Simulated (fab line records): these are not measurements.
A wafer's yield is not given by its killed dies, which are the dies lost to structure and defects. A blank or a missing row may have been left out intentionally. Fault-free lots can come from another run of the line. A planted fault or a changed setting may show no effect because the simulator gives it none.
Comparing a struck lot with a sound one	flow berkeley-cmos170	16 steps out of a route of 331
Sound: wafers L512.3, L512.4, L512.5. Struck: wafers L523.1, L523.5. (L523.2 of the same lot was not struck and is left out.) The cause comes at the end.
Each step with rows lists, per side, the tool, then ch with its chambers, then its first start. Under that, the readings that differ: sound wafers	struck wafers	difference of the means	sigmas: that difference in standard deviations of wafers without a fault.
alike: words and numbers the same on both sides, and readings whose means are apart by under 2 such deviations; not compared: readings that were withheld, readings missing a value for some wafer, numbers with overlapping values and no deviation given by the record, and bounds like >300 which may hide the same value.
A row with sigmas, a row that says differs or no value, or rows on one side alone: a step with any of these is where the two part. Numbers that have no deviation but don't overlap get no sigmas and don't part them. Lack of a reading on every wafer of one side parts them only where that side has two or more wafers.

UCB170_V2_CMP_02: polishes SiO2.
  sound on cmp-01 ch 1,2, day 8 09:23; struck on cmp-02 ch 0,1, day 10 05:05
  alike: head-pressure-psi, motor-current-A
UCB170_V2_BOW_MEAS_03:
  sound: film-metro-02 at day 8 09:44; struck: film-metro-03 at day 10 05:17
  alike: V2_BOW
UCB170_V2_THK_MEAS_04:
  sound: film-metro-02 at day 8 09:50; struck: film-metro-03 at day 10 05:24
  alike: V2_POLISHED_THK
then, 7 steps without rows for these wafers: UCB170_V2_CLEAN_05 (cleans in DIW); UCB170_V2_HMDS_06 (prime time 60 s); UCB170_V2_COAT_07 (resist thk 900 nm); UCB170_V2_SOFTBAKE_08 (time 60 s); UCB170_V2_EXPOSE_09 (exposes mask VIA2, target cd 700 nm); UCB170_V2_PEB_10; UCB170_V2_DEVELOP_11 (develop time 45 s).
UCB170_V2_CD_MEAS_12: the cd target is 700 nm.
  sound: cd-sem-02 at day 8 11:11; struck: cd-sem-02 at day 10 06:34
  alike: cd-nm
UCB170_V2_OVL_MEAS_13:
  sound: overlay-02 at day 8 11:16; struck: overlay-02 at day 10 06:41
  alike: V2_OVL
UCB170_V2_ETCH_14: etches SiO2 in CHF3/CF4/Ar, stops on Al, target depth 1250 nm, time 291 s.
  sound on rie-diel-03 ch 0,2, day 8 11:17; struck on rie-diel-03 ch 0, day 10 06:44
reading	sound	struck	difference	sigmas
rf-fwd-power-W (W)	699.5 697.7 698.0	419.8 419.6	-278.7	-99 or more
model.KrF_of_V2_COAT_07.thk-nm (nm)	614.2 606.1 612	667.8 664.7	+55.5	
model.V2.feature-depth-nm (nm)	1000 1000 1001	984.2 985.4	-15.5	
model.etch.depth-nm (nm)	1000 1000 1001	984.2 985.4	-15.5	
  alike: chamber-pressure-mTorr, drypump-motor-current-A, oes-product-au, throttle-valve-pct
  not compared: rf-hours-counter-h
UCB170_V2_STRIP_15: strips in O2.
  sound on plasma-asher-04 ch 0,1, day 8 11:30; struck on plasma-asher-01 ch 0,1, day 10 06:55
reading	sound	struck	difference	sigmas
drypump-motor-current-A (A)	6.6 5.9 6.6	5.0 5.1	-1.3	-2
strip-time-to-endpoint-s (s)	15.41 15.22 15.37	16.63 16.56	+1.26	+13
  alike: chamber-pressure-mTorr, oes-product-au
  not compared: rf-hours-counter-h
UCB170_V2_CD_MEAS_90: the cd target is 700 nm.
  sound: cd-sem-02 at day 8 11:37; struck: cd-sem-02 at day 10 07:26
reading	sound	struck	difference	sigmas
cd-nm (nm)	699.7 701.5 701.8	693.4 693.9	-7.4	-6
  not compared: hold
then, 1 step without rows for these wafers: UCB170_M3_PRE_CLEAN_00 (preclean etch time 60 s).

WHERE THEY PART
At UCB170_V2_ETCH_14 first; at UCB170_V2_CD_MEAS_90 last (within this record only).

WHY: what the simulator had put in
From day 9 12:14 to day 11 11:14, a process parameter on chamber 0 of rie-diel-03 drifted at UCB170_V2_ETCH_14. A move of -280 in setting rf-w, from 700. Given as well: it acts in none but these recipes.
